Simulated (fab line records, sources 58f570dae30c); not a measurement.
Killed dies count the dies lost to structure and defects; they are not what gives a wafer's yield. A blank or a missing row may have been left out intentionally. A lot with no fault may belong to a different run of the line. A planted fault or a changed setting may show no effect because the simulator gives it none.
fab line records	flow berkeleyCmos170
record: lots: 5	wafers: 23
route steps=331 shown M1@238 M2@272 V2@299 M3@319
startH: the number of hours between the record's first day and the start of the first shown wafer of the lot	waitH: hours since the lot's step before	" identical to the entry in the row above	L1.1+2: one row covering several wafers at once	- either no value or no given start	* or withheld: withheld	< > ~ a bound
route shown NAME@n: names a module that has steps shown in the file, with the first one's number in the route	usual: mean/standard deviation of fault-free wafers	same: alike in all rows	chamber/n: place in a boat	sites: per-site readings	_std_site: the values' standard deviation	_edge_site: mean of outer sites minus mean of inner sites	radiusMm: for every site, how far away it sits from the centre of the wafer	mask NAME#n: copy n	behind: tool/chamber where the wafer was last shaped	hold: why the lot went on hold/how many hours it stayed there/how the hold came to an end	device: the transistor (n, p or np) that didn't switch	end of line: the route-end tests of the same wafers	for a step that has no rows: nothing shown but its recipe	killed: not the wafer's yield, but the dies lost to structure and defects at the first sort	map: the dies of a wafer, with x for killed, . for not killed, _ for no die there
set.NAME: the setting that was run; set.NAME@STEP: the one run at that earlier step	model.NAME: the simulator's own value behind a step, which no gauge read
lots with deliberately changed settings; one table per step, one row per wafer
== steps ==
step: UCB170_M1_SPUTTER_00
recipe: material: Al	targetThkNm: 600	timeS: 80	powerW: 6000	chamberPressurePa: 0.5
lot.wafer	tool	chamber	startH	waitH	set.timeS	model.Al_of_M1_SPUTTER_00.thkNm
L074.1	pvdSputter-03	-	167.05	0.0	80	597.5
L074.3	"	-	"	"	80	605.2
L074.4+6	"	-	"	"	80	601.4
L074.5	"	-	"	"	80	595.3
L076.1	pvdSputter-04	-	175.39	0.0	80	586.2
L076.2	"	-	"	"	80	583.9
L076.3	"	-	"	"	80	588.6
L077.1	pvdSputter-03	-	190.20	0.0	74.4	562.9
L077.2	"	-	"	"	80	600.2
L077.4	"	-	"	"	74.4	554.3
L077.5	"	-	"	"	74.4	556
L077.6	"	-	"	"	80	605.6
L079.1	pvdSputter-01	-	190.97	0.0	80	598
L079.2	"	-	"	"	80	595.9
L079.4	"	-	"	"	80	599.3
L079.5	"	-	"	"	80	599.7
L079.6	"	-	"	"	80	600.5
L083.1	pvdSputter-01	-	216.29	0.0	80	598.8
L083.2	"	-	"	"	90.24	673
L083.3	"	-	"	"	80	600.6
L083.5	"	-	"	"	90.24	674.2
L083.6	"	-	"	"	80	594.3
step: UCB170_M1_RS_MEAS_01
recipe: thkMeasGauge: four-point-probe	reads: Al_of_M1_SPUTTER_00
usual: M1_AL_RS: 0.0487/0.00045
lot.wafer	tool	chamber	startH	waitH	set.timeS@M1_SPUTTER_00	M1_AL_RS[ohm/sq]
L074.1	filmMetro-03	-	167.11	0.0	80	0.0487
L074.3	"	-	"	"	80	0.0481
L074.4	"	-	"	"	80	0.0484
L074.5	"	-	"	"	80	0.0488
L074.6	"	-	"	"	80	0.0485
L076.1	filmMetro-04	-	175.45	0.0	80	0.0497
L076.2	"	-	"	"	80	0.0500
L076.3	"	-	"	"	80	0.0495
L077.1	filmMetro-04	-	190.26	0.0	74.4	0.0519
L077.2	"	-	"	"	80	0.0485
L077.4	"	-	"	"	74.4	0.0526
L077.5	"	-	"	"	74.4	0.0525
L077.6	"	-	"	"	80	0.0482
L079.1	filmMetro-02	-	191.03	0.0	80	0.0486
L079.2	"	-	"	"	80	0.0488
L079.4	"	-	"	"	80	0.0485
L079.5	"	-	"	"	80	0.0485
L079.6	"	-	"	"	80	0.0484
L083.1	filmMetro-03	-	216.35	0.0	80	0.0487
L083.2	"	-	"	"	90.24	0.0431
L083.3	"	-	"	"	80	0.0484
L083.5	"	-	"	"	90.24	0.0431
L083.6	"	-	"	"	80	0.0490
step: UCB170_M1_THK_MEAS_02
recipe: thkMeasGauge: xrf	reads: Al_of_M1_SPUTTER_00
usual: M1_AL_THK: 595/6.1
lot.wafer	tool	chamber	startH	waitH	set.timeS@M1_SPUTTER_00	M1_AL_THK[nm]
L074.1	filmMetro-03	-	167.23	0.1	80	597
L074.3	"	-	"	"	80	602
L074.4	"	-	"	"	80	599
L074.5	"	-	"	"	80	593
L074.6	"	-	"	"	80	597
L076.1	filmMetro-04	-	175.57	0.1	80	581
L076.2	"	-	"	"	80	582
L076.3	"	-	"	"	80	588
L077.1	filmMetro-04	-	190.38	0.1	74.4	558
L077.2	"	-	"	"	80	597
L077.4	"	-	"	"	74.4	552
L077.5	"	-	"	"	74.4	550
L077.6	"	-	"	"	80	601
L079.1	filmMetro-02	-	191.15	0.1	80	600
L079.2	"	-	"	"	80	595
L079.4	"	-	"	"	80	597
L079.5	"	-	"	"	80	601
L079.6	"	-	"	"	80	597
L083.1	filmMetro-03	-	216.47	0.1	80	595
L083.2	"	-	"	"	90.24	672
L083.3	"	-	"	"	80	596
L083.5	"	-	"	"	90.24	674
L083.6	"	-	"	"	80	592
step: UCB170_M2_SPUTTER_01
recipe: material: Al	targetThkNm: 900	timeS: 120	powerW: 6000	chamberPressurePa: 0.5
lot.wafer	tool	chamber	startH	waitH	set.powerW	model.Al_of_M2_SPUTTER_01.thkNm
L074.1	pvdSputter-02	-	172.87	0.0	6372	952.8
L074.3	"	-	"	"	6372	941.5
L074.4	"	-	"	"	6372	941.9
L074.5	"	-	"	"	6000	885.8
L074.6	"	-	"	"	6000	893.9
L076.1	pvdSputter-02	-	183.74	0.0	6000	912
L076.2	"	-	"	"	6000	900.4
L076.3	"	-	"	"	6000	905.1
L077.1	pvdSputter-02	-	195.62	0.0	6439	960.1
L077.2	"	-	"	"	6000	892.8
L077.4	"	-	"	"	6000	891.4
L077.5	"	-	"	"	6000	894.1
L077.6	"	-	"	"	6439	950
L079.1	pvdSputter-04	-	197.81	0.0	6000	909.6
L079.2	"	-	"	"	6000	912.4
L079.4	"	-	"	"	6493	982.9
L079.5	"	-	"	"	6493	980.4
L079.6	"	-	"	"	6493	981.6
L083.1	pvdSputter-02	-	223.75	0.0	6000	901.7
L083.2	"	-	"	"	6000	893.5
L083.3	"	-	"	"	6000	896
L083.5	"	-	"	"	6000	896.8
L083.6	"	-	"	"	6000	895.8
step: UCB170_M2_RS_MEAS_02
recipe: thkMeasGauge: four-point-probe	reads: Al_of_M2_SPUTTER_01
usual: M2_AL_RS: 0.03216/0.00029
lot.wafer	tool	chamber	startH	waitH	set.powerW@M2_SPUTTER_01	M2_AL_RS[ohm/sq]
L074.1	filmMetro-03	-	172.95	0.0	6372	0.03035
L074.3	"	-	"	"	6372	0.03071
L074.4	"	-	"	"	6372	0.0308
L074.5	"	-	"	"	6000	0.03264
L074.6	"	-	"	"	6000	0.0324
L076.1	filmMetro-04	-	183.83	0.0	6000	0.03171
L076.2	"	-	"	"	6000	0.03218
L076.3	"	-	"	"	6000	0.03204
L077.1	filmMetro-03	-	195.71	0.0	6439	0.03017
L077.2	"	-	"	"	6000	0.03241
L077.4	"	-	"	"	6000	0.03241
L077.5	"	-	"	"	6000	0.03238
L077.6	"	-	"	"	6439	0.03044
L079.1	filmMetro-04	-	197.90	0.0	6000	0.03181
L079.2	"	-	"	"	6000	0.03174
L079.4	"	-	"	"	6493	0.02942
L079.5	"	-	"	"	6493	0.02956
L079.6	"	-	"	"	6493	0.02944
L083.1	filmMetro-01	-	223.83	0.0	6000	0.03204
L083.2	"	-	"	"	6000	0.03236
L083.3	"	-	"	"	6000	0.03229
L083.5	"	-	"	"	6000	0.03225
L083.6	"	-	"	"	6000	0.03227
step: UCB170_M2_THK_MEAS_03
recipe: thkMeasGauge: xrf	reads: Al_of_M2_SPUTTER_01
usual: M2_AL_THK: 897/7.8
lot.wafer	tool	chamber	startH	waitH	set.powerW@M2_SPUTTER_01	M2_AL_THK[nm]
L074.1	filmMetro-03	-	173.07	0.1	6372	947
L074.3	"	-	"	"	6372	937
L074.4	"	-	"	"	6372	941
L074.5	"	-	"	"	6000	886
L074.6	"	-	"	"	6000	889
L076.1	filmMetro-04	-	183.95	0.1	6000	904
L076.2	"	-	"	"	6000	890
L076.3	"	-	"	"	6000	899
L077.1	filmMetro-03	-	195.83	0.1	6439	961
L077.2	"	-	"	"	6000	889
L077.4	"	-	"	"	6000	890
L077.5	"	-	"	"	6000	893
L077.6	"	-	"	"	6439	951
L079.1	filmMetro-04	-	198.02	0.1	6000	904
L079.2	"	-	"	"	6000	905
L079.4	"	-	"	"	6493	979
L079.5	"	-	"	"	6493	976
L079.6	"	-	"	"	6493	973
L083.1	filmMetro-01	-	223.95	0.1	6000	905
L083.2	"	-	"	"	6000	894
L083.3	"	-	"	"	6000	897
L083.5	"	-	"	"	6000	899
L083.6	"	-	"	"	6000	896
step: UCB170_M2_METAL_ETCH_18
recipe: chemistry: Cl2/BCl3	target: Al	stopOn: SiO2	pressureMtorr: 12	targetDepthA: 11700	overEtchFrac: 0.3	timeS: 195	icpW: 600	biasW: 120	Cl2_flow_sccm: 90	bcl3FlowSccm: 45
lot.wafer	tool	chamber	startH	waitH	set.icpW	model.KrF_of_M2_COAT_10.thkNm
L074.1+3	rieMetal-04	1	174.89	-	600	-
L074.4	"	0	"	"	638.9	-
L074.5	"	1	"	"	638.9	188.6
L074.6	"	0	"	"	600	217.4
L076.1	rieMetal-03	0	186.37	-	600	233.8
L076.2	"	1	"	"	600	222.3
L076.3	"	0	"	"	600	228.3
L077.1+6	rieMetal-01	1,0	198.99	-	600	-
L077.2	"	0	"	"	600	220.2
L077.4	"	0	"	"	600	219.2
L077.5	"	1	"	"	600	223.8
L079.1	rieMetal-03	1	201.36	-	662.5	154.5
L079.2	"	0	"	"	600	231.5
L079.4+5	"	1	"	"	600	-
L079.6	"	0	"	"	662.5	-
L083.1	rieMetal-04	1	225.86	-	539.4	274.1
L083.2	"	0	"	"	600	201.5
L083.3	"	1	"	"	600	204.6
L083.5	"	1	"	"	539.4	274.2
L083.6	"	0	"	"	539.4	269.6
step: UCB170_M2_STRIP_19
recipe: chemistry: O2	powerW: 400	pressureMtorr: 3500	platenTempC: withheld	o2FlowSccm: 400	overashFraction: 0.5
usual: oesProductAu: 0.549/0.011
lot.wafer	tool	chamber	startH	waitH	set.icpW@M2_METAL_ETCH_18	oesProductAu
L074.1	plasmaAsher-01	1	175.08	0.1	600	0.545
L074.3	"	1	"	"	600	0.547
L074.4	"	0	"	"	638.9	0.502
L074.5	"	1	"	"	638.9	0.520
L074.6	"	0	"	"	600	0.559
L076.1	plasmaAsher-04	1	186.56	0.1	600	0.565
L076.2	"	0	"	"	600	0.554
L076.3	"	0	"	"	600	0.557
L077.1	plasmaAsher-01	1	199.17	0.1	600	0.556
L077.2	"	0	"	"	600	0.548
L077.4	"	1	"	"	600	0.540
L077.5	"	0	"	"	600	0.555
L077.6	"	1	"	"	600	0.540
L079.1	plasmaAsher-01	1	201.55	0.1	662.5	0.482
L079.2	"	0	"	"	600	0.559
L079.4	"	0	"	"	600	0.561
L079.5	"	1	"	"	600	0.553
L079.6	"	0	"	"	662.5	0.504
L083.1	plasmaAsher-03	1	226.05	0.1	539.4	0.615
L083.2	"	0	"	"	600	0.534
L083.3	"	1	"	"	600	0.540
L083.5	"	0	"	"	539.4	0.615
L083.6	"	1	"	"	539.4	0.600
step: UCB170_V2_COAT_07
recipe: resist: KrF	spinRpm: 1500	resistThkNm: 900
lot.wafer	tool	chamber	startH	waitH	set.resistThkNm
L074.1+3+4+5+6	lithoTrack-01	0	176.77	0.1	900
L076.1+2+3	lithoTrack-03	0	187.90	0.1	900
L077.1+2+4+5+6	lithoTrack-03	0	200.69	0.1	900
L079.1+2+4+5+6	lithoTrack-03	0	202.90	0.1	900
L083.1+2+6	lithoTrack-01	0	227.51	0.1	940.5
L083.3+5	"	0	"	"	900
step: UCB170_V2_ETCH_14
recipe: chemistry: CHF3/CF4/Ar	target: SiO2	stopOn: Al	CHF3_flow_sccm: 45	cf4FlowSccm: 15	Ar_flow_sccm: 150	pressureMtorr: 200	rfW: 700	targetDepthA: 12500	overEtchFrac: 0.25	timeS: 291
lot.wafer	tool	chamber	startH	waitH	set.timeS	set.resistThkNm@V2_COAT_07	model.KrF_of_V2_COAT_07.thkNm
L074.1	rieDiel-02	0	180.31	0.0	291	900	612.1
L074.3	"	1	"	"	251.4	900	650.9
L074.4	"	3	"	"	251.4	900	644.7
L074.5	"	3	"	"	291	900	609.4
L074.6	"	0	"	"	251.4	900	648.7
L076.1	rieDiel-02	0	188.79	0.0	291	900	609.3
L076.2	"	1	"	"	291	900	613.6
L076.3	"	2	"	"	291	900	607.3
L077.1	rieDiel-01	0	201.67	0.0	291	900	608.1
L077.2	"	1	"	"	291	900	614.8
L077.4	"	2	"	"	324.3	900	577.1
L077.5	"	3	"	"	324.3	900	583.8
L077.6	"	0	"	"	324.3	900	577.3
L079.1	rieDiel-04	2	203.87	0.0	291	900	605
L079.2	"	1	"	"	291	900	608.6
L079.4	"	2	"	"	291	900	603.4
L079.5	"	3	"	"	291	900	616.4
L079.6	"	1	"	"	291	900	610
L083.1	rieDiel-01	2	228.36	0.0	291	940.5	649.7
L083.2	"	0	"	"	291	940.5	651.8
L083.3	"	3	"	"	291	900	612.6
L083.5	"	2	"	"	326.9	900	575.3
L083.6	"	1	"	"	326.9	940.5	624.1
step: UCB170_V2_STRIP_15
recipe: chemistry: O2	powerW: 400	pressureMtorr: 3500	platenTempC: withheld	o2FlowSccm: 400	overashFraction: 0.5
usual: stripTimeToEndpointS: 15.33/0.09
lot.wafer	tool	chamber	startH	waitH	set.resistThkNm@V2_COAT_07	set.timeS@V2_ETCH_14	stripTimeToEndpointS
L074.1	plasmaAsher-02	1	180.48	0.1	900	291	15.36
L074.3	"	1	"	"	900	251.4	16.20
L074.4	"	0	"	"	900	251.4	16.04
L074.5	"	1	"	"	900	291	15.30
L074.6	"	0	"	"	900	251.4	16.15
L076.1	plasmaAsher-03	1	188.97	0.1	900	291	15.28
L076.2	"	0	"	"	900	291	15.39
L076.3	"	0	"	"	900	291	15.24
L077.1	plasmaAsher-02	1	201.84	0.1	900	291	15.26
L077.2	"	0	"	"	900	291	15.42
L077.4	"	0	"	"	900	324.3	14.54
L077.5	"	1	"	"	900	324.3	14.69
L077.6	"	0	"	"	900	324.3	14.54
L079.1	plasmaAsher-04	0	204.05	0.1	900	291	15.19
L079.2	"	1	"	"	900	291	15.27
L079.4	"	0	"	"	900	291	15.13
L079.5	"	0	"	"	900	291	15.44
L079.6	"	1	"	"	900	291	15.32
L083.1	plasmaAsher-02	0	228.54	0.1	940.5	291	16.18
L083.2	"	1	"	"	940.5	291	16.24
L083.3	"	0	"	"	900	291	15.37
L083.5	"	1	"	"	900	326.9	14.48
L083.6	"	0	"	"	940.5	326.9	15.65
step: UCB170_M3_COAT_10
recipe: resist: KrF	spinRpm: 1500	resistThkNm: 900
lot.wafer	tool	chamber	startH	waitH	set.spinRpm	model.KrF_of_M3_COAT_10.thkNm
L074.1	lithoTrack-01	0	-	-	1500	901
L074.3	"	0	"	"	1500	897.4
L074.4	"	0	"	"	1500	900.1
L074.5	"	0	"	"	1500	898
L074.6	"	0	"	"	1500	898.2
L076.1	lithoTrack-04	0	-	-	1500	900.8
L076.2	"	0	"	"	1500	899.6
L076.3	"	0	"	"	1500	899.3
L077.1	lithoTrack-02	0	-	-	1466	911.4
L077.2	"	0	"	"	1500	902.7
L077.4	"	0	"	"	1466	911.1
L077.5	"	0	"	"	1500	902.4
L077.6	"	0	"	"	1500	900.6
L079.1	lithoTrack-01	0	-	-	1551	888.6
L079.2	"	0	"	"	1500	902.3
L079.4	"	0	"	"	1500	902.2
L079.5	"	0	"	"	1551	886.7
L079.6	"	0	"	"	1500	901.4
L083.1	lithoTrack-02	0	-	-	1500	905.9
L083.2	"	0	"	"	1533	895.4
L083.3	"	0	"	"	1500	905.3
L083.5	"	0	"	"	1533	893.8
L083.6	"	0	"	"	1500	907.8
== key ==
split: step: UCB170_M1_SPUTTER_00	setting: timeS	stated: 80	by: wafer
response: step: UCB170_M1_SPUTTER_00	reading: model.Al_of_M1_SPUTTER_00.thkNm	change: +6.04	per: 1%	r: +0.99
response: step: UCB170_M1_RS_MEAS_01	reading: M1_AL_RS	change: -0.000466	per: 1%	r: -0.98
response: step: UCB170_M1_THK_MEAS_02	reading: M1_AL_THK	change: +6.25	per: 1%	r: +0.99
split: step: UCB170_M2_SPUTTER_01	setting: powerW	stated: 6000	by: wafer
response: step: UCB170_M2_SPUTTER_01	reading: model.Al_of_M2_SPUTTER_01.thkNm	change: +8.66	per: 1%	r: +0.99
response: step: UCB170_M2_RS_MEAS_02	reading: M2_AL_RS	change: -0.000289	per: 1%	r: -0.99
response: step: UCB170_M2_THK_MEAS_03	reading: M2_AL_THK	change: +8.8	per: 1%	r: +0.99
split: step: UCB170_M2_METAL_ETCH_18	setting: icpW	stated: 600	by: wafer
response: step: UCB170_M2_METAL_ETCH_18	reading: model.KrF_of_M2_COAT_10.thkNm	change: -6.77	per: 1%	r: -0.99
response: step: UCB170_M2_STRIP_19	reading: oesProductAu	change: -0.00658	per: 1%	r: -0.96
split: step: UCB170_V2_COAT_07	setting: resistThkNm	stated: 900	by: wafer
response: step: UCB170_V2_ETCH_14	reading: model.KrF_of_V2_COAT_07.thkNm	slope: +9.42	per: 1%	togetherWith: timeS@V2_ETCH_14	explained: 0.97
response: step: UCB170_V2_STRIP_15	reading: stripTimeToEndpointS	slope: *	per: 1%	togetherWith: timeS@V2_ETCH_14	explained: 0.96
split: step: UCB170_V2_ETCH_14	setting: timeS	stated: 291	by: wafer
response: step: UCB170_V2_ETCH_14	reading: model.KrF_of_V2_COAT_07.thkNm	slope: -2.69	per: 1%	togetherWith: resistThkNm@V2_COAT_07	explained: 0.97
response: step: UCB170_V2_STRIP_15	reading: stripTimeToEndpointS	slope: *	per: 1%	togetherWith: resistThkNm@V2_COAT_07	explained: 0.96
split: step: UCB170_M3_COAT_10	setting: spinRpm	stated: 1500	by: wafer
response: step: UCB170_M3_COAT_10	reading: model.KrF_of_M3_COAT_10.thkNm	change: -4.44	per: 1%	r: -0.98
